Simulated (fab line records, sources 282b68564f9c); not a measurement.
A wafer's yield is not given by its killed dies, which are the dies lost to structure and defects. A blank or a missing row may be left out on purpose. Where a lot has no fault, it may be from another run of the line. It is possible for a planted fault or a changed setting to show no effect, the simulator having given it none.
fab line records	flow rit-cmos
record: lots: 14	wafers: 42	last-day: 8
route steps=202 shown PRETRO@72 M1@202
lots that met no fault: from a run of the same line without faults
start-h: hours from the record's first day to the start of the lot's first wafer shown	wait-h: how many hours have passed since the lot's step before this one	" identical to the entry in the row above	L1.1+2: a single row standing in for several wafers	- either no value or no given start	* or withheld: withheld	< > ~ a bound
route shown NAME@n: names a module that has steps shown in the file, with the first one's number in the route	usual: mean and standard deviation over wafers with no fault	same: alike in all rows	chamber/n: place in a boat	sites: the reading at each site	_std_site: the values' standard deviation	_edge_site: inner sites' mean taken away from outer sites' mean	radius-mm: how far each site lies from the wafer's centre	mask NAME#n: copy n	behind: the tool/chamber that last shaped the wafer	hold: what put the lot on hold/how long, in hours/how the hold closed	device: the n, p or np transistor that did not switch	end of line: the route-end tests of the same wafers	for a step that has no rows: nothing shown but its recipe	killed: the dies lost at the first sort to structure and to defects; this is not the yield of the wafer	map: per-die view of a wafer (x killed, . not killed, _ where there is no die)
set.NAME: setting as actually run; set.NAME@STEP: the setting as run at that earlier step	model.NAME: the simulator's own value behind a step, which no gauge read
one table for each step of the route and one row for each wafer, over a sample of lots
services: the hour from which a tool's chamber was out of use, counted from the record's first day as start-h (under 0 if before that day), plus the number of hours and why
== steps ==
step: RIT_PRETRO_IMPLANT_08
recipe: species: B	energy-kev: 45	dose-cm2: 1.2e+13	tilt-deg: 7
usual: beam-energy-keV: 45.000/0.018
lot.wafer	tool	chamber	start-h	wait-h	beam-energy-keV
L198.3	implanter-01	0	34.27	0.2	45.000
L198.5	"	0	"	"	45.008
L198.6	"	0	"	"	44.995
L199.2	implanter-01	0	39.13	0.2	45.042
L199.4	"	0	"	"	45.008
L199.6	"	0	"	"	45.026
L200.3	implanter-03	0	42.15	0.2	45.006
L200.5	"	0	"	"	44.966
L200.6	"	0	"	"	44.998
L201.3	implanter-01	0	47.90	0.2	45.007
L201.4	"	0	"	"	44.978
L201.6	"	0	"	"	44.975
L202.1	implanter-03	0	54.02	0.2	45.002
L202.2	"	0	"	"	45.015
L202.3	"	0	"	"	45.013
L203.2	implanter-04	0	62.31	0.2	45.004
L203.3	"	0	"	"	44.995
L203.6	"	0	"	"	44.982
L204.2	implanter-01	0	65.53	0.2	44.984
L204.3	"	0	"	"	44.982
L204.4	"	0	"	"	45.000
L205.2	implanter-03	0	71.21	0.2	45.036
L205.3	"	0	"	"	45.001
L205.6	"	0	"	"	45.012
L210.3	implanter-01	0	93.44	0.2	29.277
L210.4	"	0	"	"	29.258
L210.6	"	0	"	"	29.251
L211.1	implanter-03	0	101.35	0.2	45.028
L211.2	"	0	"	"	45.013
L211.3	"	0	"	"	45.011
L212.1	implanter-01	0	104.74	0.2	29.231
L212.5	"	0	"	"	29.242
L212.6	"	0	"	"	29.231
L216.4	implanter-04	0	125.53	0.2	44.984
L216.5	"	0	"	"	44.979
L216.6	"	0	"	"	44.998
L217.3	implanter-03	0	127.62	0.2	44.989
L217.4	"	0	"	"	45.016
L217.6	"	0	"	"	45.036
L221.1	implanter-03	0	149.97	0.2	44.989
L221.2	"	0	"	"	44.976
L221.6	"	0	"	"	44.983
step: RIT_PRETRO_TW_MEAS_10
usual: PRETRO_TW: 472/4
lot.wafer	tool	chamber	start-h	wait-h	PRETRO_TW
L198.3	film-metro-03	-	34.57	0.1	478
L198.5	"	-	"	"	478
L198.6	"	-	"	"	476
L199.2	film-metro-01	-	39.44	0.1	468
L199.4	"	-	"	"	465
L199.6	"	-	"	"	465
L200.3	film-metro-02	-	42.44	0.1	473
L200.5	"	-	"	"	471
L200.6	"	-	"	"	473
L201.3	film-metro-03	-	48.19	0.1	480
L201.4	"	-	"	"	475
L201.6	"	-	"	"	475
L202.1	film-metro-01	-	54.35	0.1	471
L202.2	"	-	"	"	465
L202.3	"	-	"	"	468
L203.2	film-metro-03	-	62.62	0.1	476
L203.3	"	-	"	"	475
L203.6	"	-	"	"	478
L204.2	film-metro-01	-	65.84	0.1	467
L204.3	"	-	"	"	466
L204.4	"	-	"	"	465
L205.2	film-metro-01	-	71.52	0.1	467
L205.3	"	-	"	"	469
L205.6	"	-	"	"	467
L210.3	film-metro-02	-	93.74	0.1	442
L210.4	"	-	"	"	443
L210.6	"	-	"	"	436
L211.1	film-metro-01	-	101.69	0.1	472
L211.2	"	-	"	"	471
L211.3	"	-	"	"	472
L212.1	film-metro-03	-	105.12	0.2	442
L212.5	"	-	"	"	442
L212.6	"	-	"	"	440
L216.4	film-metro-01	-	125.81	0.1	465
L216.5	"	-	"	"	469
L216.6	"	-	"	"	468
L217.3	film-metro-02	-	127.91	0.1	477
L217.4	"	-	"	"	475
L217.6	"	-	"	"	473
L221.1	film-metro-03	-	150.30	0.1	472
L221.2	"	-	"	"	473
L221.6	"	-	"	"	475
step: RIT_M1_PROBE_99
usual: killed_at_M0_to_M3: 0.0/0.12	killed-at-front-end: 6/3.1	killed-dies: 6/3.1	killed-open: 3.2/1.9	killed-short: 3.2/2.1
same: gross-dies: 264	killed_at_M4_up: 0	killed-at-back-side: 0	killed-at-contacts: 0	killed-at-other: 0
lot.wafer	tool	chamber	start-h	wait-h	killed_at_M0_to_M3	killed-at-front-end	killed-dies	killed-open	killed-short
L198.3	prober-02	-	61.71	0.2	0	3	3	2	1
L198.5	prober-02	-	61.81	0.2	0	6	6	4	2
L198.6	prober-02	-	61.86	0.2	0	16	16	9	7
L199.2	prober-01	-	66.70	0.1	0	2	2	2	0
L199.4	prober-01	-	66.80	0.2	0	7	7	4	3
L199.6	prober-01	-	66.90	0.2	0	8	8	3	5
L200.3	prober-02	-	68.79	0.2	0	15	15	6	9
L200.5	prober-02	-	68.89	0.2	0	5	5	3	2
L200.6	prober-02	-	68.94	0.2	0	3	3	0	3
L201.3	prober-01	-	80.30	0.2	0	6	6	6	0
L201.4	prober-01	-	80.35	0.2	0	8	8	4	4
L201.6	prober-01	-	80.45	0.2	0	7	7	3	4
L202.1	prober-02	-	86.17	0.1	0	5	5	3	2
L202.2	prober-02	-	86.22	0.1	0	6	6	2	4
L202.3	prober-02	-	86.27	0.2	0	3	3	0	3
L204.2	prober-01	-	93.86	0.1	0	6	6	3	3
L204.3	prober-01	-	93.91	0.2	0	1	1	1	0
L204.4	prober-01	-	93.96	0.2	0	7	7	3	4
L203.2	prober-02	-	95.36	0.1	0	4	4	3	1
L203.3	prober-02	-	95.41	0.2	0	4	4	0	4
L203.6	prober-02	-	95.56	0.2	0	5	5	3	2
L205.2	prober-01	-	101.34	0.1	1	7	8	3	5
L205.3	prober-01	-	101.39	0.2	0	8	8	4	4
L205.6	prober-01	-	101.54	0.2	0	9	9	5	4
L210.3	prober-02	-	125.00	0.2	0	10	10	4	6
L210.4	prober-02	-	125.05	0.2	0	6	6	2	4
L210.6	prober-02	-	125.15	0.2	0	4	4	3	1
L211.1	prober-01	-	158.74	0.1	0	13	13	6	7
L211.2	prober-01	-	158.79	0.1	0	3	3	2	1
L211.3	prober-01	-	158.84	0.2	0	7	7	2	5
L212.1	prober-02	-	158.74	0.1	0	10	10	3	7
L212.5	prober-02	-	158.94	0.2	0	6	6	6	0
L212.6	prober-02	-	158.99	0.2	0	2	2	2	0
L217.3	prober-02	-	159.44	0.6	0	11	11	4	7
L217.4	prober-02	-	159.49	0.6	0	8	8	1	7
L217.6	prober-02	-	159.59	0.7	0	13	13	7	6
L216.4	prober-01	-	159.79	0.8	0	6	6	3	3
L216.5	prober-01	-	159.84	0.9	0	5	5	2	3
L216.6	prober-01	-	159.89	0.9	0	7	7	1	6
L221.1	prober-02	-	188.79	0.1	0	4	4	2	2
L221.2	prober-02	-	188.84	0.1	0	5	5	2	3
L221.6	prober-02	-	189.04	0.2	0	5	5	4	1
killed by level:class
L198.3 GATE:geometric-particle:open=1 GATE:geometric-particle:short=1 SILICIDE:geometric-particle:open=1
L198.5 SPACER:geometric-particle:open=3 FOX1:geometric-particle:short=1 GATE:geometric-particle:short=1 SILICIDE:geometric-particle:open=1
L198.6 GATE:geometric-particle:open=4 GATE:geometric-particle:short=3 REOX:geometric-particle:short=2 REOX:geometric-particle:open=2 SPACER:geometric-particle:open=2 SILICIDE:geometric-particle:short=2 SILICIDE:geometric-particle:open=1
L199.2 GATE:geometric-particle:open=2
L199.4 SPACER:geometric-particle:open=2 FOX2:geometric-particle:open=1 GATE:geometric-particle:short=1 REOX:geometric-particle:open=1 SPACER:geometric-particle:short=1 SILICIDE:geometric-particle:short=1
L199.6 FOX2:geometric-particle:short=3 GATE:geometric-particle:open=2 GATE:geometric-particle:short=2 FOX2:geometric-particle:open=1
L200.3 REOX:geometric-particle:short=4 GATE:geometric-particle:short=3 REOX:geometric-particle:open=2 SPACER:geometric-particle:open=2 SPACER:geometric-particle:short=2 FOX1:geometric-particle:open=1 GATE:geometric-particle:open=1
L200.5 FOX1:geometric-particle:open=1 FOX2:geometric-particle:short=1 GATE:geometric-particle:short=1 REOX:geometric-particle:open=1 SPACER:geometric-particle:open=1
L200.6 FOX1:geometric-particle:short=1 GATE:geometric-particle:short=1 SILICIDE:geometric-particle:short=1
L201.3 GATE:geometric-particle:open=4 FOX2:geometric-particle:open=1 SPACER:geometric-particle:open=1
L201.4 GATE:geometric-particle:short=2 ACTIVE:geometric-particle:open=1 FOX2:geometric-particle:short=1 FOX2:geometric-particle:open=1 GATE:geometric-particle:open=1 REOX:geometric-particle:open=1 SPACER:geometric-particle:short=1
L201.6 GATE:geometric-particle:short=2 GATE:geometric-particle:open=2 FOX2:geometric-particle:short=1 SPACER:geometric-particle:short=1 SPACER:geometric-particle:open=1
L202.1 GATE:geometric-particle:short=2 GATE:geometric-particle:open=2 REOX:geometric-particle:open=1
L202.2 REOX:geometric-particle:open=2 GATE:geometric-particle:short=1 REOX:geometric-particle:short=1 SPACER:geometric-particle:short=1 SILICIDE:geometric-particle:short=1
L202.3 FOX1:geometric-particle:short=1 GATE:geometric-particle:short=1 SILICIDE:geometric-particle:short=1
L204.2 FOX1:geometric-particle:short=2 FOX1:geometric-particle:open=1 GATE:geometric-particle:short=1 GATE:geometric-particle:open=1 SILICIDE:geometric-particle:open=1
L204.3 SPACER:geometric-particle:open=1
L204.4 FOX1:geometric-particle:short=2 REOX:geometric-particle:open=2 SPACER:geometric-particle:short=2 FOX1:geometric-particle:open=1
L203.2 FOX1:geometric-particle:open=1 GATE:geometric-particle:short=1 GATE:geometric-particle:open=1 REOX:geometric-particle:open=1
L203.3 GATE:geometric-particle:short=3 SILICIDE:geometric-particle:short=1
L203.6 GATE:geometric-particle:open=2 FOX1:geometric-particle:open=1 FOX1:geometric-particle:short=1 SILICIDE:geometric-particle:short=1
L205.2 GATE:geometric-particle:open=3 GATE:geometric-particle:short=3 FOX1:geometric-particle:short=1 M1:geometric-particle:short=1
L205.3 GATE:geometric-particle:open=2 GATE:geometric-particle:short=2 FOX2:geometric-particle:open=1 SPACER:geometric-particle:open=1 SPACER:geometric-particle:short=1 SILICIDE:geometric-particle:short=1
L205.6 GATE:geometric-particle:short=4 FOX2:geometric-particle:open=2 GATE:geometric-particle:open=2 FOX1:geometric-particle:open=1
L210.3 GATE:geometric-particle:open=3 GATE:geometric-particle:short=3 FOX1:geometric-particle:short=1 SPACER:geometric-particle:open=1 SPACER:geometric-particle:short=1 SILICIDE:geometric-particle:short=1
L210.4 GATE:geometric-particle:short=2 REOX:geometric-particle:short=1 SPACER:geometric-particle:short=1 SPACER:geometric-particle:open=1 SILICIDE:geometric-particle:open=1
L210.6 FOX1:geometric-particle:open=1 REOX:geometric-particle:short=1 SPACER:geometric-particle:open=1 SILICIDE:geometric-particle:open=1
L211.1 GATE:geometric-particle:open=3 GATE:geometric-particle:short=3 REOX:geometric-particle:short=2 FOX1:geometric-particle:short=1 FOX2:geometric-particle:short=1 FOX2:geometric-particle:open=1 REOX:geometric-particle:open=1 SILICIDE:geometric-particle:open=1
L212.1 GATE:geometric-particle:short=3 FOX1:geometric-particle:short=1 FOX1:geometric-particle:open=1 REOX:geometric-particle:open=1 REOX:geometric-particle:short=1 SPACER:geometric-particle:short=1 SILICIDE:geometric-particle:short=1 SILICIDE:geometric-particle:open=1
L211.2 GATE:geometric-particle:open=2 FOX2:geometric-particle:short=1
L211.3 REOX:geometric-particle:short=3 FOX2:geometric-particle:short=2 FOX1:geometric-particle:open=1 FOX2:geometric-particle:open=1
L212.5 GATE:geometric-particle:open=2 REOX:geometric-particle:open=2 SPACER:geometric-particle:open=1 SILICIDE:geometric-particle:open=1
L212.6 FOX1:geometric-particle:open=1 SILICIDE:geometric-particle:open=1
L217.3 GATE:geometric-particle:short=4 FOX1:geometric-particle:short=3 GATE:geometric-particle:open=3 FOX1:geometric-particle:open=1
L217.4 GATE:geometric-particle:short=4 REOX:geometric-particle:short=2 REOX:geometric-particle:open=1 SPACER:geometric-particle:short=1
L217.6 GATE:geometric-particle:open=5 FOX1:geometric-particle:short=3 GATE:geometric-particle:short=3 REOX:geometric-particle:open=2
L216.4 GATE:geometric-particle:open=2 FOX1:geometric-particle:open=1 FOX2:geometric-particle:short=1 GATE:geometric-particle:short=1 SILICIDE:geometric-particle:short=1
L216.5 FOX1:geometric-particle:short=1 FOX2:geometric-particle:short=1 GATE:geometric-particle:short=1 GATE:geometric-particle:open=1 REOX:geometric-particle:open=1
L216.6 GATE:geometric-particle:short=3 REOX:geometric-particle:short=2 GATE:geometric-particle:open=1 SILICIDE:geometric-particle:short=1
L221.1 FOX2:geometric-particle:open=1 GATE:geometric-particle:short=1 SPACER:geometric-particle:short=1 SPACER:geometric-particle:open=1
L221.2 GATE:geometric-particle:short=3 FOX2:geometric-particle:open=1 GATE:geometric-particle:open=1
L221.6 GATE:geometric-particle:open=3 GATE:geometric-particle:short=1 SPACER:geometric-particle:open=1
== services ==
tool	chamber	start-h	hours	kind
implanter-01	-	50.30	0.6	repair
implanter-03	-	75.07	5.0	pm
implanter-01	-	94.74	4.1	pm
implanter-04	-	139.13	3.6	pm
== key ==
first-sign: step: RIT_PRETRO_IMPLANT_08	reading: beam-energy-keV	direction: down	sigmas: 99+	usual: 45.000	struck: 29.249
effect: step: RIT_PRETRO_TW_MEAS_10	reading: PRETRO_TW	direction: down	sigmas: 7.7	usual: 472	struck: 441
met-at RIT_PRETRO_IMPLANT_08
struck-lots L210,L212
tester-left-out L210,L212
onset-between 65.53 93.44
fault: kind: process-parameter-drift	tool: implanter-01	chamber: -	onset-h: 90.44	steps: RIT_PRETRO_IMPLANT_08	channel: energy-kev	offset: -15.75	shape: step	end-h: 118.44	acts-in: these-recipes-only	stated: 45
tester-left-out: of these lots the tester's yield and bins aren't shown, on N5 and GAA mostly nor the transistor test; their killed dies are dies lost to structure and defects alone, not to doping, threshold or leakage, so they don't give the yield
